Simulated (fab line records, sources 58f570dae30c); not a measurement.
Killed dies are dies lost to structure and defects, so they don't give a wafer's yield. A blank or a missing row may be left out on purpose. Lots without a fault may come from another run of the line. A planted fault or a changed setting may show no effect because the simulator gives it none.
A struck lot beside a sound one | flow berkeley_cmos170 | 13 steps out of a route of 331
Sound: wafers L368.1, L368.4, L368.6. Struck: wafers L366.4, L366.5, L366.6. The cause comes at the end.
At each step with rows: each side's tool, then ch and its chambers, then its first start. Under that, the readings that differ: sound wafers | struck wafers | difference of the means | sigmas: that difference in standard deviations of wafers without a fault.
alike: readings whose means differ by less than 2 such deviations, and words and numbers that are the same on both sides. not compared: withheld readings, readings that some wafer has no value for, bounds like >300 that may hide the same value, and numbers for which the record gives no deviation and whose values overlap.
The two part at a step that has a row with sigmas, a row that says differs or no value, or rows on one side only. Numbers that don't overlap but have no deviation are shown without sigmas and don't part them. A reading that every wafer of one side lacks parts them only if that side has two wafers or more.

first, 1 step without rows for these wafers: UCB170_BACKSIDE_CLEAN_04 (cleans in SPM, time 600 s).
UCB170_SDANNEAL_RTA_00: time 10 s.
  sound on rtp_anneal-02 ch 0, day 8 16:41; struck on rtp_anneal-01 ch 0, day 8 04:50
  alike: lamp_power_pct, wafer_temp_C_max
UCB170_SDANNEAL_RTA_01: time 5 s.
  sound on rtp_anneal-02 ch 0, day 8 16:46; struck on rtp_anneal-01 ch 0, day 8 04:53
  alike: lamp_power_pct, wafer_temp_C_max
UCB170_SDANNEAL_RS_MEAS_02: measures by four-point-probe.
  sound on film_metro-01, day 8 16:49; struck on film_metro-02, day 8 04:59
  reading         | sound          | struck         | difference | sigmas
  PSD_RS (ohm/sq) | 75.2 75.1 75.1 | 75.8 76.2 76.1 | +0.9       | +3
UCB170_SDANNEAL_RS_MEAS_03: measures by four-point-probe.
  sound on film_metro-01, day 8 16:56; struck on film_metro-02, day 8 05:06
  alike: NSD_RS
UCB170_SDANNEAL_RS_MEAS_04: measures by four-point-probe.
  sound on film_metro-01, day 8 17:04; struck on film_metro-02, day 8 05:13
  alike: PLDD_RS
UCB170_SDANNEAL_RS_MEAS_05: measures by four-point-probe.
  sound on film_metro-01, day 8 17:11; struck on film_metro-02, day 8 05:20
  alike: NLDD_RS
then, 1 step without rows for these wafers: UCB170_SILICIDE_PRE_CLEAN_00 (preclean etch time 60 s).
UCB170_SILICIDE_SPUTTER_01: material Ti, target thk 30 nm, time 26.11 s.
  sound on pvd_sputter-03, day 8 17:22; struck on pvd_sputter-02, day 8 05:28
  alike: throttle_valve_pct
UCB170_SILICIDE_RS_MEAS_02: measures by four-point-probe.
  sound on film_metro-04, day 8 17:23; struck on film_metro-04, day 8 05:34
  alike: SILICIDE_TI_RS
UCB170_SILICIDE_THK_MEAS_03: measures by xrf.
  sound on film_metro-04, day 8 17:31; struck on film_metro-04, day 8 05:39
  alike: SILICIDE_TI_THK
UCB170_SILICIDE_RTA_04: time 15 s.
  sound on rtp_anneal-02 ch 0, day 8 17:34; struck on rtp_anneal-02 ch 0, day 8 05:43
  alike: lamp_power_pct, wafer_temp_C_max
UCB170_SILICIDE_WET_ETCH_05: etches Ti in SPM, time 45 s.
  sound on wet_bench-02 ch 1, day 8 17:39; struck on wet_bench-02 ch 3, day 8 05:46
  no value came back on the struck wafers for bath_guard_temp_C (C), bath_heat_duty_pct (%), temp_c (C); on the sound wafers bath_guard_temp_C (C) reads 119.1 119.2 119.7

WHERE THEY PART
First at UCB170_SDANNEAL_RS_MEAS_02; last, within this record, at UCB170_SILICIDE_WET_ETCH_05.

WHY: what the simulator had put in
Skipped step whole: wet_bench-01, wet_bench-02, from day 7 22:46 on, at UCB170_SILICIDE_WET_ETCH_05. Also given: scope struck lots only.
